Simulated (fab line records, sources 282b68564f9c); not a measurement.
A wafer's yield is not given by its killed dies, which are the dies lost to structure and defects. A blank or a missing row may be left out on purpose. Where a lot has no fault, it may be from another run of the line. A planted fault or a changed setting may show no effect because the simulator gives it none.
Lot-split experiment | flow rit-cmos | 23 wafers read from 5 lots, route of 202 steps

## THE SPLIT ITSELF
At RIT_PWELL_SOFTBAKE_02 (time 60 s), the setting temp-c was moved away from the recipe's 90 C on 10 of the 23 wafers read, by -3.7% to +1.9%. This setting was run at the recipe's value on the other wafers.

## FROM THE SPLIT TO THE READING: what the file shows between them, 2 steps
- RIT_PWELL_EXPOSE_03: exposes mask M3, target cd 43700 nm
- RIT_PWELL_PEB_04

## THE READING
NOVOLAK_of_PWELL_COAT_01.thk-nm (the simulator's own value, which no gauge read), in nm, at RIT_PWELL_DEVELOP_05 (develop time 68 s). The file does not state a usual value for it. Here, 13 wafers ran the recipe; their average is 1293 nm with a standard deviation of 2.6 nm.

wafer  | tool, chamber at the split | temp-c as run, C | against the recipe | NOVOLAK_of_PWELL_COAT_01.thk-nm, nm | against lot-mates on the recipe
L077.1 | litho-track-03, 0          | 91.69            | +1.9%              | 1286                                | -12
L077.2 | litho-track-03, 0          | 90               | recipe             | 1299                                | -
L077.3 | litho-track-03, 0          | 90               | recipe             | 1296                                | -
L077.5 | litho-track-03, 0          | 91.69            | +1.9%              | 1288                                | -10
L077.6 | litho-track-03, 0          | 91.69            | +1.9%              | 1289                                | -8
L080.1 | litho-track-03, 0          | 88.66            | -1.5%              | 1295                                | +4
L080.2 | litho-track-03, 0          | 88.66            | -1.5%              | 1299                                | +8
L080.3 | litho-track-03, 0          | 90               | recipe             | 1292                                | -
L080.4 | litho-track-03, 0          | 90               | recipe             | 1290                                | -
L080.5 | litho-track-03, 0          | 90               | recipe             | 1291                                | -
L079.1 | litho-track-02, 0          | 90               | recipe             | 1293                                | -
L079.2 | litho-track-02, 0          | 86.66            | -3.7%              | 1302                                | +11
L079.3 | litho-track-02, 0          | 86.66            | -3.7%              | 1302                                | +11
L079.6 | litho-track-02, 0          | 86.66            | -3.7%              | 1302                                | +11
L079.4 | litho-track-02, 0          | 90               | recipe             | 1289                                | -
L081.2 | litho-track-03, 0          | 90               | recipe             | 1292                                | -
L081.5 | litho-track-03, 0          | 90               | recipe             | 1292                                | -
L081.3 | litho-track-03, 0          | 90               | recipe             | 1295                                | -
L082.2 | litho-track-03, 0          | 87.94            | -2.3%              | 1300                                | +6
L082.3 | litho-track-03, 0          | 87.94            | -2.3%              | 1304                                | +10
L082.4 | litho-track-03, 0          | 90               | recipe             | 1293                                | -
L082.5 | litho-track-03, 0          | 90               | recipe             | 1293                                | -
L082.6 | litho-track-03, 0          | 90               | recipe             | 1295                                | -

THE FIT
A straight line over all 23 wafers: NOVOLAK_of_PWELL_COAT_01.thk-nm changes by -2.72 nm for each +1% of temp-c; r = -0.88; the points scatter about the line by 2.4 nm.
The same after taking each lot's own level away (the mean of its wafers on the recipe; 23 wafers): -3.63 nm for each +1%; r = -0.95; scatter 2 nm.
The reading moves by 13 nm for the largest change in temp-c, on that fit.
Across the lots, their own levels run from 1291.0 to 1297.5 nm, a range of 2.5 times the standard deviation given above.
So the lot-to-lot level changes the slope: the two fits differ.
Check: for one of the wafers moved furthest among these (-3.7%), held out of the fit, the line's prediction against its lot-mates is +13.3 nm. Against them it came out at +11 nm.

## OTHER SPLITS ON THESE WAFERS
Other splits were also applied to these wafers ahead of the reading. Each is held against what the fit with the lots' levels taken away leaves over:
other split on the same wafers | wafers away from the commonest value | r with NOVOLAK_of_PWELL_COAT_01.thk-nm (lot level and that fit taken away)
RIT_FOX2_OXIDATION_00 temp-c   | 15                                   | -0.42
RIT_NWELL_SOFTBAKE_02 temp-c   | 10                                   | +0.52
RIT_NWELL_IMPLANT_08 dose-cm2  | 5                                    | -0.18

## THE FILE'S OWN FIT
NOVOLAK_of_PWELL_COAT_01.thk-nm changes by -3.45 nm for each +1% of temp-c, r = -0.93.
